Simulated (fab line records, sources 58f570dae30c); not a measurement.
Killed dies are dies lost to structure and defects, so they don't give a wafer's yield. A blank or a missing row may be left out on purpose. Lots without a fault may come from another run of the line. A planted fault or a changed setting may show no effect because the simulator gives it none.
Problem report in the 8D (eight disciplines) form, filled by code | flow berkeley_cmos170 | the parts of the form that need people (team, actions taken, sign-off) are left out

1. THE PROBLEM
M3_AL_RS at UCB170_M3_RS_MEAS_02 reads a mean of 0.0206 ohm/sq on 1 wafer of 1 lot; wafers without a fault read 0.0321 ohm/sq with a standard deviation of 0.00041. That is -28 standard deviations from the usual mean.
The step: measures by four-point-probe.
First seen on wafer L445.6, day 12 06:07, on film_metro-02. The record holds 39 wafers of 13 lots with a number at this step. Rule for "out", or "out of limits": more than 4 standard deviations from the usual mean. The other wafers with a number count as sound.

2. WHAT IT IS AND WHAT IT IS NOT
question                    | is                | is not
which readings at this step | M3_AL_RS          | -
which lots                  | L445              | L429, L430, L431, L432, L433, L434, L435, L448, L449, L450, L451, L452
which wafers of those lots  | L445.6            | L445.2, L445.5
read on which gauges        | film_metro-02     | film_metro-01, film_metro-04
when                        | from day 12 06:07 | up to then (23 sound wafers); but 15 sound wafers of L448, L449, L450, L451, L452 came after

3. SUSPECTS, AND WHAT RULES EACH OUT
Counting: a tool at a process step up to the reading stays a suspect if it ran every lot that is out. Sound lots after the first of them don't rule it out here, since some wafers of a struck lot are sound.
- the gauge at UCB170_M3_RS_MEAS_02: ruled out. All the wafers that are out were read on film_metro-02, but those of them that UCB170_M3_METAL_ETCH_18 has rows for are out there too, on other tools.
- pvd_sputter-03 at UCB170_M3_SPUTTER_01 (material Al, target thk 900 nm, time 120 s): kept. It ran the lot that is out, L445 (day 12 06:01); its last sound lot up to then is L433 (day 9 14:03).
Left after counting: pvd_sputter-03 at UCB170_M3_SPUTTER_01.

4. THE CAUSE (what the simulator had put in)
Process parameter drift: pvd_sputter-03, from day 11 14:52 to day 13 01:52, at UCB170_M3_SPUTTER_01. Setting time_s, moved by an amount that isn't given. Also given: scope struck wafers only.
Counting left only this tool.

5. THE CHAIN OF EFFECTS, in route order
Each row: a reading whose mean over the struck wafers that have a number lies more than 3 standard deviations from the usual. Only readings for which the record gives a usual standard deviation are gone through. hours: the time from each lot's start at the first step in this table that gives one to its start at this step, as a median over the lots. sigmas: the change in usual standard deviations.
hours | step                    | reading              | usual         | on struck wafers | change  | sigmas
0     | UCB170_M3_RS_MEAS_02    | M3_AL_RS             | 0.0321 ohm/sq | 0.0206           | -0.0115 | -28
0     | UCB170_M3_THK_MEAS_03   | M3_AL_THK            | 904 nm        | 1403             | +499    | +45
4     | UCB170_M3_METAL_ETCH_18 | oes_product_au       | 0.860 a.u.    | 1.028            | +0.168  | +14
6     | UCB170_M3_PROBE_99      | defect_limited_yield | 98.8 %        | 0.0              | -98.8   | -99 or more
6     | UCB170_M3_PROBE_99      | killed_at_M0_to_M3   | 0.8           | 262.0            | +261.2  | +99 or more
6     | UCB170_M3_PROBE_99      | killed_dies          | 3.1           | 264.0            | +260.9  | +99 or more
6     | UCB170_M3_PROBE_99      | killed_on_rim        | 0.9           | 70.0             | +69.1   | +70
6     | UCB170_M3_PROBE_99      | sort_bin_5_function  | 0.7 %         | 99.6             | +98.9   | +99 or more
6     | UCB170_M3_PROBE_99      | sort_n_pass          | 260.9         | 0.0              | -260.9  | -99 or more
6     | UCB170_M3_PROBE_99      | sort_yield_pct       | 98.8 %        | 0.0              | -98.8   | -99 or more
The process steps in it:
- UCB170_M3_METAL_ETCH_18: etches Al in Cl2/BCl3, stops on SiO2, target depth 1170 nm, time 195 s.
- UCB170_M3_PROBE_99

6. WHAT WOULD HAVE CAUGHT IT SOONER
In this record the first reading out of limits at a measuring or inspecting step was taken at day 12 06:07, 15 hours after the fault began at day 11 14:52.
Of the tool readings at UCB170_M3_SPUTTER_01 for which the record gives a usual standard deviation, none was out on any struck wafer, so an alarm limit of 4 standard deviations on them would not have fired.
All the lots that are out (1) had begun UCB170_M3_SPUTTER_01 on pvd_sputter-03 by day 12 06:07. A hold on the tool at that time would have spared none of them.
